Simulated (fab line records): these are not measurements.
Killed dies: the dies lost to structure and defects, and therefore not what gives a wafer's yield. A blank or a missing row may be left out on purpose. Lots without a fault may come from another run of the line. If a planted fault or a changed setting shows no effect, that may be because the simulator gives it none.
8D (eight disciplines) problem report, filled in by code || flow berkeley_cmos170 || the parts of the form that need people (team, actions taken, sign-off) are left out

## 1. THE PROBLEM
Wafers without a fault read 15.36 s, standard deviation 0.12; strip_time_to_endpoint_s at UCB170_V2_STRIP_15 reads a mean of 12.99 s on 6 wafers belonging to 2 lots. Relative to the usual mean, that is a shift of -20 standard deviations.
The step: strips in O2.
First observed at day 11 12:09: wafer L390.3, on plasma_asher-02. The record has a number at this step for 42 wafers belonging to 14 lots. Rule for "out", or "out of limits": more than 4 standard deviations from the usual mean. Any other wafer with a number is counted as sound.

## 2. WHAT IT IS AND WHAT IT IS NOT
{"question": "which readings at this step", "is": "strip_time_to_endpoint_s", "is not": "drypump_motor_current_A, oes_product_au"}
{"question": "which lots", "is": "L389, L390", "is not": "L374, L375, L376, L379, L381, L382, L384, L385, L392, L393, L394, L397"}
{"question": "which wafers of those lots", "is": "all that have a number", "is not": "-"}
{"question": "read on which tools", "is": "plasma_asher-01, plasma_asher-02", "is not": "plasma_asher-04"}
{"question": "when", "is": "from day 11 12:09", "is not": "up to then (24 sound wafers); but 12 sound wafers of L392, L393, L394, L397 came after"}

## 3. WHAT RULES OUT EACH SUSPECT
Counting: a tool stays on the suspect list if, at a process step up to the reading, it processed all lots that are out and no sound lot following the first of them.
- rie_diel-04 at UCB170_V2_ETCH_14 (etches SiO2 in CHF3/CF4/Ar, stops on Al, target depth 1250 nm, time 291 s): kept. It processed each lot that is out, first L390 at day 11 11:56, and no sound lot thereafter; up to then, the last sound lot it processed was L382 at day 9 15:05.
Remaining after the count: rie_diel-04 at UCB170_V2_ETCH_14.

## 4. THE CAUSE (what the simulator had put in)
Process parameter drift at UCB170_V2_ETCH_14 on rie_diel-04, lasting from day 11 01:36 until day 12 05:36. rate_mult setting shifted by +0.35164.
This tool alone remained once counting was done.

## 5. THE CHAIN OF EFFECTS, in route order
One row per reading whose mean, taken over the struck wafers that have a number, lies over 3 standard deviations from the usual. Scope: only readings with a usual standard deviation given in the record; hours: median across lots of the time from each lot's start at the first step in this table that gives one to its start at this step; sigmas: change in usual standard deviations.
{"hours": 0, "step": "UCB170_V2_STRIP_15", "reading": "strip_time_to_endpoint_s", "usual": "15.36 s", "on struck wafers": 12.99, "change": -2.37, "sigmas": -20}
It contains these process steps:
- UCB170_V2_STRIP_15: strips in O2.

## 6. HOW IT WOULD HAVE BEEN CAUGHT EARLIER
In this record no reading fell out of limits until day 11 12:09, 11 hours after the fault had begun at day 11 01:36.
An alarm limit of 4 standard deviations would not have fired on the tool readings at UCB170_V2_ETCH_14 for which the record gives a usual standard deviation, since none of them was out on any struck wafer.
L389, from the lots that are out (2), started UCB170_V2_ETCH_14 on rie_diel-04 later than day 11 12:09. A tool hold placed at that time would have kept it from harm.
